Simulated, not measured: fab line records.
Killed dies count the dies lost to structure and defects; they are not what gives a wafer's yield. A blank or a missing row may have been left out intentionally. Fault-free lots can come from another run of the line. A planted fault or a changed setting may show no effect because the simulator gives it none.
fab line records    flow rit-cmos
record lots=6  wafers=18  last-day=7
route steps=202 shown ACTIVE@1 FOX1@20 FOX2@23 NWELL@28 GATE@95 M1@202
lots with no fault: from the same line, run without faults
start-h: hours from the record's first day to the start of the lot's first wafer shown    wait-h: hours elapsed since this lot's preceding step    " the same as in the row above    L1.1+2: one row covering several wafers at once    - no value, or no start given    * or withheld: withheld    < > ~ a bound
route shown NAME@n: names a module that has steps shown in the file, with the first one's number in the route    usual: the fault-free wafers' mean and standard deviation    same: alike in all rows    chamber/n: place in a boat    sites: the reading at each site    _std_site: the values' standard deviation    _edge_site: inner sites' mean taken away from outer sites' mean    radius-mm: how far each site lies from the wafer's centre    mask NAME#n: copy n    behind: tool/chamber where the wafer was last shaped    hold: why the lot went on hold/how many hours it stayed there/how the hold came to an end    device: transistor that didn't switch, given as n, p or np    end of line: the same wafers' tests at the end of the route    a step given without rows: its recipe and nothing more    killed: not the wafer's yield, but the dies lost to structure and defects at the first sort    map: shows each die of a wafer: x if killed, . if not, _ if none is there
set.NAME: setting as actually run; set.NAME@STEP: the setting as run at that earlier step    model.NAME: the simulator's own value behind a step, which no gauge read
lots at some steps of the route; a table a step, a row a wafer
services: a tool's chamber out of use, with start hour (start-h, from the record's first day; less than 0 if before it), hours out, and reason
## steps
# step RIT_ACTIVE_BOW_MEAS_00
# recipe mode=bow
# usual INCOMING_BOW=0/6.9
lot.wafer  tool           chamber  start-h  wait-h  INCOMING_BOW[um]
L993.2     film-metro-01  -        25.02    -       17
L993.4     "              -        "        "       -15
L993.6     "              -        "        "       0
L994.4     film-metro-04  -        30.06    -       2
L994.5     "              -        "        "       0
L994.6     "              -        "        "       2
L997.3     film-metro-03  -        45.04    -       -4
L997.4     "              -        "        "       0
L997.6     "              -        "        "       19
L101.1     film-metro-01  -        65.00    -       2
L101.3     "              -        "        "       4
L101.5     "              -        "        "       13
L106.2     film-metro-04  -        90.02    -       -6
L106.4     "              -        "        "       10
L106.6     "              -        "        "       6
L111.1     film-metro-01  -        115.00   -       -6
L111.2     "              -        "        "       5
L111.6     "              -        "        "       -3
# step RIT_ACTIVE_OXIDATION_01
# recipe temp-c=1000  ambient=O2  target-thk-a=468  ox-time-s=3360
# step RIT_ACTIVE_THK_MEAS_02
# recipe reads=SiO2_of_ACTIVE_OXIDATION_01
# usual ACTIVE_OXIDE_THK=46.3/0.83
lot.wafer  tool           chamber  start-h  wait-h  ACTIVE_OXIDE_THK[nm]
L993.2     film-metro-03  -        27.06    0.0     46.5
L993.4     "              -        "        "       44.8
L993.6     "              -        "        "       46.1
L994.4     film-metro-03  -        32.08    0.0     45.3
L994.5     "              -        "        "       45.7
L994.6     "              -        "        "       46.3
L997.3     film-metro-01  -        47.07    0.0     46.3
L997.4     "              -        "        "       46.7
L997.6     "              -        "        "       46.3
L101.1     film-metro-03  -        67.05    0.0     47.0
L101.3     "              -        "        "       47.6
L101.5     "              -        "        "       46.8
L106.2     film-metro-04  -        92.95    0.0     47.0
L106.4     "              -        "        "       46.5
L106.6     "              -        "        "       46.5
L111.1     film-metro-01  -        118.61   0.0     47.4
L111.2     "              -        "        "       47.0
L111.6     "              -        "        "       47.3
# step RIT_ACTIVE_CVD_03
# recipe material=Si3N4  target-thk-nm=150  temp-c=810  precursor=SiH2Cl2/NH3  time-s=1500  pressure-mtorr=300  sih2cl2-flow-sccm=60  nh3-flow-sccm=150
# step RIT_ACTIVE_THK_MEAS_04
# recipe reads=Si3N4_of_ACTIVE_CVD_03
# usual ACTIVE_NITRIDE_THK=150.0/1.8
lot.wafer  tool           chamber  start-h  wait-h  ACTIVE_NITRIDE_THK[nm]
L993.2     film-metro-03  -        28.54    0.0     149.3
L993.4     "              -        "        "       150.2
L993.6     "              -        "        "       149.0
L994.4     film-metro-01  -        33.56    0.0     152.4
L994.5     "              -        "        "       152.9
L994.6     "              -        "        "       153.2
L997.3     film-metro-04  -        49.26    0.0     148.0
L997.4     "              -        "        "       148.6
L997.6     "              -        "        "       149.3
L101.1     film-metro-04  -        69.24    0.0     149.4
L101.3     "              -        "        "       148.6
L101.5     "              -        "        "       148.9
L106.2     film-metro-04  -        94.42    0.0     151.1
L106.4     "              -        "        "       149.7
L106.6     "              -        "        "       151.0
L111.1     film-metro-01  -        120.80   0.0     150.7
L111.2     "              -        "        "       150.9
L111.6     "              -        "        "       151.0
# step RIT_ACTIVE_HMDS_05
# recipe prime-time-s=60  prime-temp-c=140
# step RIT_ACTIVE_COAT_06
# recipe resist=NOVOLAK  spin-rpm=3250  resist-thk-nm=1000
# step RIT_ACTIVE_SOFTBAKE_07
# recipe resist=NOVOLAK  temp-c=90  time-s=60
# step RIT_ACTIVE_EXPOSE_08
# recipe mask-id=M1  na=0.6  source-shape=conventional  sigma-outer=0.6  target-cd-nm=1400  dose-mj=225
lot.wafer   tool              chamber  start-h  wait-h  mask  model.ACTIVE.overlay-x-nm
L993.2+4+6  iline-stepper-02  0        29.18    0.2     M1#0  1.906
L994.4+5+6  iline-stepper-01  0        34.22    0.2     M1#0  1.996
L997.3+4+6  iline-stepper-02  0        49.91    0.2     M1#0  411.3
L101.1+3+5  iline-stepper-02  0        69.87    0.2     M1#0  408.7
L106.2+4+6  iline-stepper-01  0        95.07    0.2     M1#0  -1.386
L111.1+2+6  iline-stepper-01  0        121.31   0.1     M1#0  -0.2985
# step RIT_ACTIVE_PEB_09
# recipe resist=NOVOLAK  temp-c=withheld  time-s=withheld
# step RIT_ACTIVE_DEVELOP_10
# recipe resist=NOVOLAK  develop-time-s=50  dev-temp-c=23
# step RIT_ACTIVE_CD_MEAS_11
# recipe target-cd-nm=1400
# usual cd-nm=1400.1/1.9
lot.wafer  tool       chamber  start-h  wait-h  cd-nm
L993.2     cd-sem-01  -        29.58    -       1397.9
L993.4     "          -        "        "       1398.6
L993.6     "          -        "        "       1398.0
L994.4     cd-sem-01  -        34.62    -       1399.2
L994.5     "          -        "        "       1399.5
L994.6     "          -        "        "       1399.3
L997.3     cd-sem-02  -        50.31    -       1398.6
L997.4     "          -        "        "       1398.3
L997.6     "          -        "        "       1399.7
L101.1     cd-sem-02  -        70.27    -       1400.9
L101.3     "          -        "        "       1399.8
L101.5     "          -        "        "       1399.9
L106.2     cd-sem-01  -        95.47    -       1402.9
L106.4     "          -        "        "       1405.4
L106.6     "          -        "        "       1401.0
L111.1     cd-sem-02  -        121.71   -       1400.5
L111.2     "          -        "        "       1403.9
L111.6     "          -        "        "       1400.5
# step RIT_ACTIVE_HARDBAKE_12
# recipe resist=NOVOLAK  temp-c=140  time-s=60
# step RIT_ACTIVE_ETCH_13
# recipe stop-on=SiO2  chemistry=SF6  target=Si3N4  time-s=210  over-etch-frac=0.4  SF6_flow_sccm=200  pressure-mtorr=260  rf-w=125  target-depth-a=2100
# usual drypump-motor-current-A=5.8/0.47  oes-product-au=0.824/0.0099  throttle-valve-pct=7.47/0.14
lot.wafer  tool         chamber  start-h  wait-h  drypump-motor-current-A  oes-product-au  rf-hours-counter-h  throttle-valve-pct
L993.2     rie-diel-02  1        29.83    0.1     5.8                      0.827           2                   7.50
L993.4     "            3        "        "       5.7                      0.830           2                   7.25
L993.6     "            2        "        "       6.6                      0.828           -                   7.34
L994.4     rie-diel-03  1        34.83    0.1     6.3                      0.827           75                  7.52
L994.5     "            2        "        "       5.1                      0.828           -                   7.71
L994.6     "            1        "        "       6.3                      0.825           -                   7.51
L997.3     rie-diel-04  3        50.54    0.1     6.5                      0.824           120                 7.49
L997.4     "            0        "        "       5.2                      0.816           25                  7.60
L997.6     "            1        "        "       6.0                      0.817           -                   7.38
L101.1     rie-diel-02  1        70.54    0.1     5.8                      0.822           3                   7.51
L101.3     "            0        "        "       5.5                      0.811           37                  7.40
L101.5     "            1        "        "       5.8                      0.822           -                   7.52
L106.2     rie-diel-04  2        95.72    0.1     5.6                      0.826           8                   7.28
L106.4     "            1        "        "       5.9                      0.821           23                  7.39
L106.6     "            1        "        "       6.0                      0.814           -                   7.39
L111.1     rie-diel-03  1        121.98   0.1     6.3                      0.830           77                  7.51
L111.2     "            0        "        "       5.8                      0.820           104                 7.57
L111.6     "            1        "        "       6.3                      0.835           -                   7.52
# step RIT_ACTIVE_STRIP_14
# recipe chemistry=O2  time-s=180  resist=NOVOLAK  platen-temp-c=withheld  power-w=500  pressure-mtorr=4000  o2-flow-sccm=4000
# usual drypump-motor-current-A=5.8/0.48  o2-flow-sccm=4000/10
lot.wafer  tool             chamber  start-h  wait-h  drypump-motor-current-A  o2-flow-sccm  rf-hours-counter-h
L993.2     plasma-asher-02  1        29.97    0.1     5.1                      3994          22
L993.4     "                1        "        "       5.1                      4005          -
L993.6     "                1        "        "       5.1                      4022          -
L994.4     plasma-asher-02  0        35.03    0.1     6.1                      3997          -
L994.5     "                1        "        "       5.1                      4010          -
L994.6     "                0        "        "       6.1                      4001          -
L997.3     plasma-asher-03  0        50.73    0.1     5.2                      4008          -
L997.4     "                1        "        "       6.1                      4005          -
L997.6     "                0        "        "       5.1                      3997          -
L101.1     plasma-asher-04  1        70.68    0.1     6.3                      3982          44
L101.3     "                1        "        "       6.3                      4002          -
L101.5     "                1        "        "       6.3                      3990          -
L106.2     plasma-asher-04  0        95.85    0.1     5.8                      4004          45
L106.4     "                0        "        "       5.8                      4021          -
L106.6     "                0        "        "       5.9                      4020          -
L111.1     plasma-asher-02  0        122.11   0.1     6.1                      4005          32
L111.2     "                1        "        "       5.1                      4011          32
L111.6     "                1        "        "       5.1                      4019          -
# step RIT_ACTIVE_CD_MEAS_90
# recipe target-cd-nm=1400
# usual cd-nm=1400.1/1.9
lot.wafer  tool       chamber  start-h  wait-h  cd-nm
L993.2     cd-sem-02  -        30.16    0.1     1397.4
L993.4     "          -        "        "       1398.9
L993.6     "          -        "        "       1398.0
L994.4     cd-sem-02  -        35.20    0.1     1399.5
L994.5     "          -        "        "       1399.3
L994.6     "          -        "        "       1399.7
L997.3     cd-sem-01  -        50.89    0.1     1399.0
L997.4     "          -        "        "       1398.9
L997.6     "          -        "        "       1399.6
L101.1     cd-sem-01  -        70.85    0.1     1401.3
L101.3     "          -        "        "       1399.6
L101.5     "          -        "        "       1400.1
L106.2     cd-sem-02  -        96.05    0.1     1402.5
L106.4     "          -        "        "       1405.2
L106.6     "          -        "        "       1401.3
L111.1     cd-sem-02  -        122.29   0.1     1400.7
L111.2     "          -        "        "       1404.1
L111.6     "          -        "        "       1400.4
# step RIT_ACTIVE_CLEAN_15
# recipe chemistry=SC1  mix=3:3:50  time-s=600  temp-c=75
# step RIT_ACTIVE_CLEAN_16
# recipe chemistry=dHF  dilution=50:1  time-s=30
# step RIT_ACTIVE_CLEAN_17
# recipe chemistry=SC2  mix=3:3:50  time-s=600  temp-c=75  dry=n2-spin
# step RIT_FOX1_OXIDATION_00
# recipe temp-c=1100  ambient=H2O  target-thk-a=3507  p-h2o-torr=720  ox-time-s=1130
# step RIT_FOX1_THK_MEAS_01
# recipe reads=SiO2_of_FOX1_OXIDATION_00
# usual FOX1_OXIDE_THK=346/6
lot.wafer  tool           chamber  start-h  wait-h  FOX1_OXIDE_THK[nm]
L993.2     film-metro-04  -        32.51    0.0     341
L993.4     "              -        "        "       341
L993.6     "              -        "        "       342
L994.4     film-metro-04  -        38.13    0.0     341
L994.5     "              -        "        "       340
L994.6     "              -        "        "       345
L997.3     film-metro-02  -        52.67    0.0     346
L997.4     "              -        "        "       347
L997.6     "              -        "        "       338
L101.1     film-metro-01  -        72.67    0.0     347
L101.3     "              -        "        "       342
L101.5     "              -        "        "       347
L106.2     film-metro-01  -        97.84    0.0     350
L106.4     "              -        "        "       342
L106.6     "              -        "        "       350
L111.1     film-metro-01  -        124.49   0.0     351
L111.2     "              -        "        "       355
L111.6     "              -        "        "       356
# step RIT_FOX1_WET_ETCH_02
# recipe chemistry=BOE  target-depth-nm=350  time-s=390  temp-c=21.5  dry=n2-spin  dilution=10:1  target=SiO2
# step RIT_FOX2_OXIDATION_00
# recipe temp-c=1100  ambient=H2O  target-thk-a=3507  p-h2o-torr=720  ox-time-s=1130
# step RIT_FOX2_THK_MEAS_01
# recipe reads=SiO2_of_FOX2_OXIDATION_00
# usual FOX2_OXIDE_THK=345/6.9
lot.wafer  tool           chamber  start-h  wait-h  FOX2_OXIDE_THK[nm]
L993.2     film-metro-04  -        34.79    0.0     354
L993.4     "              -        "        "       352
L993.6     "              -        "        "       347
L994.4     film-metro-02  -        39.62    0.0     337
L994.5     "              -        "        "       345
L994.6     "              -        "        "       342
L997.3     film-metro-02  -        55.19    0.0     342
L997.4     "              -        "        "       346
L997.6     "              -        "        "       351
L101.1     film-metro-03  -        74.19    0.0     343
L101.3     "              -        "        "       340
L101.5     "              -        "        "       338
L106.2     film-metro-02  -        99.68    0.0     334
L106.4     "              -        "        "       341
L106.6     "              -        "        "       342
L111.1     film-metro-03  -        126.06   0.0     355
L111.2     "              -        "        "       349
L111.6     "              -        "        "       351
# step RIT_FOX2_CLEAN_02
# recipe chemistry=dHF  dilution=50:1  time-s=180
# step RIT_FOX2_WET_ETCH_03
# recipe chemistry=H3PO4  target=Si3N4  target-depth-nm=195  temp-c=165  time-s=2700
# step RIT_FOX2_THK_MEAS_90
# recipe reads=SiO2_of_FOX2_OXIDATION_00
# usual FIELD_OXIDE_LEFT_1_THK=318/6.9
lot.wafer  tool           chamber  start-h  wait-h  FIELD_OXIDE_LEFT_1_THK[nm]
L993.2     film-metro-04  -        35.74    0.0     327
L993.4     "              -        "        "       325
L993.6     "              -        "        "       320
L994.4     film-metro-02  -        40.49    0.0     310
L994.5     "              -        "        "       318
L994.6     "              -        "        "       315
L997.3     film-metro-04  -        56.07    0.0     315
L997.4     "              -        "        "       319
L997.6     "              -        "        "       324
L101.1     film-metro-03  -        75.15    0.0     316
L101.3     "              -        "        "       313
L101.5     "              -        "        "       310
L106.2     film-metro-03  -        100.56   0.0     306
L106.4     "              -        "        "       313
L106.6     "              -        "        "       314
L111.1     film-metro-03  -        126.94   0.0     327
L111.2     "              -        "        "       321
L111.6     "              -        "        "       324
# step RIT_NWELL_HMDS_00
# recipe prime-time-s=60  prime-temp-c=140
# step RIT_NWELL_COAT_01
# recipe resist=NOVOLAK  spin-rpm=2000  resist-thk-nm=1300
# step RIT_NWELL_SOFTBAKE_02
# recipe resist=NOVOLAK  temp-c=90  time-s=60
# step RIT_NWELL_EXPOSE_03
# recipe mask-id=M2  na=0.57  target-cd-nm=43900  dose-mj=250
# step RIT_NWELL_PEB_04
# recipe resist=NOVOLAK  temp-c=withheld  time-s=withheld
# step RIT_NWELL_DEVELOP_05
# recipe resist=NOVOLAK  develop-time-s=68  dev-temp-c=23
# step RIT_NWELL_OVL_MEAS_06
# usual NWELL_OVL=0.4/1.4
lot.wafer  tool        chamber  start-h  wait-h  NWELL_OVL[nm]
L993.2     overlay-01  -        36.80    -       -0.2
L993.4     "           -        "        "       0.6
L993.6     "           -        "        "       -0.2
L994.4     overlay-01  -        41.42    -       0.7
L994.5     "           -        "        "       1.2
L994.6     "           -        "        "       1.2
L997.3     overlay-02  -        57.00    -       -0.7
L997.4     "           -        "        "       1.3
L997.6     "           -        "        "       -0.9
L101.1     overlay-01  -        76.21    -       0.9
L101.3     "           -        "        "       0.2
L101.5     "           -        "        "       0.3
L106.2     overlay-01  -        101.62   -       1.7
L106.4     "           -        "        "       2.6
L106.6     "           -        "        "       3.3
L111.1     overlay-02  -        128.02   -       -1.5
L111.2     "           -        "        "       0.0
L111.6     "           -        "        "       0.3
# step RIT_NWELL_HARDBAKE_07
# recipe resist=NOVOLAK  temp-c=140  time-s=120
# step RIT_NWELL_IMPLANT_08
# recipe species=P  energy-kev=170  dose-cm2=5e+13  tilt-deg=7
# step RIT_NWELL_STRIP_09
# recipe chemistry=O2  time-s=180  resist=NOVOLAK  platen-temp-c=withheld  power-w=500  pressure-mtorr=4000  o2-flow-sccm=4000
# usual drypump-motor-current-A=5.6/0.44  o2-flow-sccm=4001/12
lot.wafer  tool             chamber  start-h  wait-h  drypump-motor-current-A  o2-flow-sccm  rf-hours-counter-h
L993.2     plasma-asher-02  1        37.23    0.1     5.1                      3990          23
L993.4     "                0        "        "       6.1                      4001          -
L993.6     "                0        "        "       6.1                      4007          -
L994.4     plasma-asher-03  1        41.90    0.1     6.1                      3989          -
L994.5     "                1        "        "       6.1                      4012          -
L994.6     "                0        "        "       5.2                      3988          -
L997.3     plasma-asher-02  1        57.48    0.1     5.1                      4022          -
L997.4     "                0        "        "       6.1                      3999          -
L997.6     "                1        "        "       5.1                      4003          -
L101.1     plasma-asher-03  1        76.65    0.1     6.1                      3997          44
L101.3     "                0        "        "       5.1                      4001          -
L101.5     "                0        "        "       5.1                      4000          -
L106.2     plasma-asher-03  1        102.05   0.1     6.1                      3994          47
L106.4     "                1        "        "       6.1                      3987          -
L106.6     "                1        "        "       6.1                      4002          -
L111.1     plasma-asher-03  1        128.46   0.1     6.1                      3995          50
L111.2     "                0        "        "       5.1                      4017          50
L111.6     "                1        "        "       6.1                      4018          -
# step RIT_NWELL_TW_MEAS_10
# usual NWELL_TW=2150/9.1
lot.wafer  tool           chamber  start-h  wait-h  NWELL_TW
L993.2     film-metro-03  -        37.41    0.1     2166
L993.4     "              -        "        "       2156
L993.6     "              -        "        "       2156
L994.4     film-metro-03  -        42.04    0.1     2166
L994.5     "              -        "        "       2173
L994.6     "              -        "        "       2166
L997.3     film-metro-01  -        57.62    0.1     2145
L997.4     "              -        "        "       2133
L997.6     "              -        "        "       2133
L101.1     film-metro-02  -        76.82    0.1     2148
L101.3     "              -        "        "       2149
L101.5     "              -        "        "       2149
L106.2     film-metro-01  -        102.24   0.1     2154
L106.4     "              -        "        "       2157
L106.6     "              -        "        "       2151
L111.1     film-metro-02  -        128.63   0.1     2157
L111.2     "              -        "        "       2146
L111.6     "              -        "        "       2157
# step RIT_GATE_ETCH_19
# recipe chemistry=SF6/CHF3/O2  time-s=165  SF6_flow_sccm=30  CHF3_flow_sccm=30  O2_flow_sccm=5  target=poly-Si  pressure-mtorr=40  rf-w=160  target-depth-a=3125  over-etch-frac=0.25  stop-on=SiO2
# usual drypump-motor-current-A=5.7/0.56  oes-product-au=0.849/0.015  throttle-valve-pct=10.26/0.13
lot.wafer  tool       chamber  start-h  wait-h  drypump-motor-current-A  oes-product-au  rf-hours-counter-h  throttle-valve-pct  model.GATE.cd-nm
L993.2     rie-si-02  2        53.39    0.1     4.6                      0.872           51                  10.27               150.6
L993.4     "          3        "        "       5.2                      0.849           113                 10.03               147.5
L993.6     "          0        "        "       6.3                      0.849           -                   10.44               151.6
L994.4     rie-si-01  1        58.11    0.1     6.4                      0.833           55                  10.15               152
L994.5     "          3        "        "       5.8                      0.857           -                   10.36               152.2
L994.6     "          0        "        "       5.8                      0.855           -                   10.25               151.8
L997.3     rie-si-02  3        73.93    0.1     5.2                      0.848           113                 10.01               153.5
L997.4     "          2        "        "       4.6                      0.858           51                  10.27               151.1
L997.6     "          3        "        "       5.2                      0.845           -                   10.03               151.2
L101.1     rie-si-01  0        97.41    0.1     5.8                      0.833           41                  10.24               152.3
L101.3     "          2        "        "       5.1                      0.867           2                   10.35               151.7
L101.5     "          1        "        "       6.4                      0.831           -                   10.13               153.2
L106.2     rie-si-01  3        121.90   0.1     5.8                      0.850           79                  10.37               149
L106.4     "          1        "        "       6.4                      0.836           56                  10.13               149.4
L106.6     "          1        "        "       6.4                      0.832           -                   10.14               149.7
L111.1     rie-si-02  3        143.92   0.1     5.2                      0.847           114                 10.03               147.7
L111.2     "          2        "        "       4.6                      0.880           51                  10.27               148.3
L111.6     "          3        "        "       5.2                      0.846           -                   10.00               149
# step RIT_M1_PROBE_99
# usual killed-at-front-end=7/3  killed-dies=7/3.1  killed-open=3.3/2.1  killed-short=3.3/2
# same gross-dies=264  killed_at_M0_to_M3=0  killed_at_M4_up=0  killed-at-back-side=0  killed-at-contacts=0  killed-at-other=0
lot.wafer  tool       chamber  start-h  wait-h  killed-at-front-end  killed-dies  killed-open  killed-short  model.etest.npoly-line.line-ohm-um  model.etest.ppoly-line.line-ohm-um  model.etest.ppoly-line.width-nm  model.etest.npoly-line.width-nm  model.etest.ring.delay-ps  model.etest.nmos_0p15.off-log10-a-um  model.etest.nmos_0p15.vt-sat-v
L993.2     prober-01  -        74.34    0.1     7                    7            4            3             165.3                               160                                 103.2                            102.6                            27.48                      -10.09                                0.2927
L993.4     prober-01  -        74.44    0.2     7                    7            4            3             171.1                               163                                 101                              100.2                            26.44                      -9.465                                0.2589
L993.6     prober-01  -        74.54    0.2     7                    7            3            4             161.7                               159.6                               103.5                            103.8                            27.99                      -10.17                                0.2983
L994.4     prober-02  -        78.30    0.2     11                   11           3            8             162.6                               157                                 105.5                            105.2                            27.71                      -10.39                                0.3048
L994.5     prober-02  -        78.35    0.2     5                    5            2            3             165                                 156.9                               106                              105                              27.71                      -10.27                                0.3041
L994.6     prober-02  -        78.40    0.2     5                    5            2            3             164.8                               156.4                               105.7                            104.6                            27.57                      -10.08                                0.2985
L997.3     prober-01  -        95.22    0.2     4                    4            2            2             160.5                               152.3                               106.2                            106.2                            27.16                      -10.09                                0.2963
L997.4     prober-01  -        95.27    0.2     5                    5            2            3             162.4                               157                                 104.4                            102.9                            26.3                       -9.89                                 0.2758
L997.6     prober-01  -        95.37    0.2     7                    7            4            3             165.7                               158.6                               104.1                            103                              26.73                      -9.842                                0.2859
L101.1     prober-02  -        118.44   0.1     2                    2            1            1             166                                 159.9                               104.6                            103.4                            27.54                      -10.46                                0.3078
L101.3     prober-02  -        118.54   0.2     4                    4            2            2             166.9                               156.3                               104.8                            103.7                            27.43                      -10.21                                0.305
L101.5     prober-02  -        118.64   0.2     4                    4            2            2             165.4                               156.9                               105.5                            104.3                            27.41                      -10.37                                0.3113
L106.2     prober-02  -        143.72   0.1     3                    3            2            1             166.7                               164.4                               101.3                            100.5                            26.58                      -10.21                                0.2904
L106.4     prober-02  -        143.82   0.2     5                    5            3            2             169.1                               159.2                               101.9                            101.7                            26.8                       -10.11                                0.2954
L106.6     prober-02  -        143.92   0.2     10                   10           7            3             163.8                               159.1                               102                              101                              27.07                      -10.16                                0.2978
L111.1     prober-01  -        165.05   0.1     5                    5            2            3             168.7                               162                                 101                              99.83                            26.61                      -9.777                                0.2662
L111.2     prober-01  -        165.10   0.1     4                    4            2            2             170.3                               162.2                               101.6                            100.9                            26.8                       -9.726                                0.2759
L111.6     prober-01  -        165.30   0.2     6                    6            4            2             166.6                               161.1                               102.8                            101.2                            27.05                      -10.04                                0.2757
# killed by level:class
L993.2 GATE:geometric-particle:short=3 GATE:geometric-particle:open=2 ACTIVE:geometric-particle:open=1 FOX2:geometric-particle:open=1
L993.4 GATE:geometric-particle:short=2 GATE:geometric-particle:open=2 FOX1:geometric-particle:open=1 FOX1:geometric-particle:short=1 SPACER:geometric-particle:open=1
L993.6 REOX:geometric-particle:short=2 SPACER:geometric-particle:open=2 SPACER:geometric-particle:short=2 FOX1:geometric-particle:open=1
L994.4 GATE:geometric-particle:short=4 FOX1:geometric-particle:short=2 FOX2:geometric-particle:open=1 REOX:geometric-particle:open=1 REOX:geometric-particle:short=1 SPACER:geometric-particle:open=1 SPACER:geometric-particle:short=1
L994.5 GATE:geometric-particle:open=2 REOX:geometric-particle:short=2 GATE:geometric-particle:short=1
L994.6 GATE:geometric-particle:short=2 REOX:geometric-particle:open=2 SPACER:geometric-particle:short=1
L997.3 ACTIVE:geometric-particle:open=1 FOX1:geometric-particle:open=1 FOX1:geometric-particle:short=1 GATE:geometric-particle:short=1
L997.4 GATE:geometric-particle:short=2 FOX2:geometric-particle:open=1 REOX:geometric-particle:short=1 SILICIDE:geometric-particle:open=1
L997.6 GATE:geometric-particle:open=3 GATE:geometric-particle:short=1 SPACER:geometric-particle:short=1 SILICIDE:geometric-particle:open=1 SILICIDE:geometric-particle:short=1
L101.1 FOX2:geometric-particle:short=1 REOX:geometric-particle:open=1
L101.3 FOX1:geometric-particle:open=1 FOX2:geometric-particle:short=1 REOX:geometric-particle:open=1 SPACER:geometric-particle:short=1
L101.5 GATE:geometric-particle:open=2 SPACER:geometric-particle:short=1 SILICIDE:geometric-particle:short=1
L106.2 FOX1:geometric-particle:open=1 GATE:geometric-particle:short=1 SILICIDE:geometric-particle:open=1
L106.4 SILICIDE:geometric-particle:open=2 GATE:geometric-particle:open=1 GATE:geometric-particle:short=1 SILICIDE:geometric-particle:short=1
L106.6 REOX:geometric-particle:open=3 REOX:geometric-particle:short=2 FOX1:geometric-particle:open=1 FOX2:geometric-particle:open=1 GATE:geometric-particle:open=1 SILICIDE:geometric-particle:open=1 SILICIDE:geometric-particle:short=1
L111.1 FOX1:geometric-particle:open=2 SPACER:geometric-particle:short=2 SILICIDE:geometric-particle:short=1
L111.2 FOX1:geometric-particle:open=1 FOX1:geometric-particle:short=1 GATE:geometric-particle:open=1 SPACER:geometric-particle:short=1
L111.6 FOX1:geometric-particle:open=3 SILICIDE:geometric-particle:short=2 SILICIDE:geometric-particle:open=1
## services
tool              chamber  start-h  hours  kind
rie-diel-03       0        10.58    2.5    repair
rie-si-02         -        15.00    0.5    repair
plasma-asher-02   -        25.15    1.0    repair
iline-stepper-02  -        36.43    1.7    pm
rie-diel-03       -        43.61    0.3    repair
rie-diel-04       -        44.32    1.1    repair
rie-diel-03       2        51.61    5.6    repair
plasma-asher-04   -        71.89    1.8    repair
rie-diel-04       1        72.82    5.1    repair
rie-diel-03       3        79.51    4.0    repair
rie-si-01         1        84.88    1.0    repair
plasma-asher-03   -        86.78    4.0    pm
rie-diel-02       -        94.44    2.3    repair
iline-stepper-01  -        96.99    1.7    pm
rie-diel-03       -        102.42   0.3    repair
plasma-asher-04   -        108.75   9.0    pm
plasma-asher-04   0        108.75   9.0    vent-cycle
plasma-asher-04   1        108.75   9.0    vent-cycle
rie-diel-02       3        116.31   9.5    repair
plasma-asher-04   0        117.75   -      clean
plasma-asher-04   1        117.75   -      clean
plasma-asher-04   -        126.51   5.2    repair
rie-diel-04       0        134.61   20.5   repair
rie-diel-02       1        139.20   3.0    repair
## key
first-sign none at tools or gauges
model-effect step=RIT_ACTIVE_EXPOSE_08  value=ACTIVE.overlay-x-nm  without=0.5474  struck=410
model-effect step=RIT_GATE_ETCH_19  value=GATE.cd-nm  without=149.6  struck=152.2
model-effect step=RIT_M1_PROBE_99  value=etest.npoly-line.line-ohm-um  without=169.2  struck=164.5
met-at RIT_ACTIVE_EXPOSE_08
struck-wafers L997.3,L997.4,L997.6,L101.1,L101.3,L101.5
tester-left-out L997,L101
loop-trim step=RIT_GATE_EXPOSE_13  setting=dose  lots=L101
onset-between 29.18 49.91
fault kind=scanner-matching-overlay  tool=iline-stepper-02  chamber=-  onset-h=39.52  steps=RIT_ACTIVE_EXPOSE_08  offset=409.46
# tester-left-out: of these lots the tester's yield and bins aren't shown, on N5 and GAA mostly nor the transistor test; their killed dies are dies lost to structure and defects alone, not to doping, threshold or leakage, so they don't give the yield
# loop-trim: a control loop set the setting to another value than it would have without faults
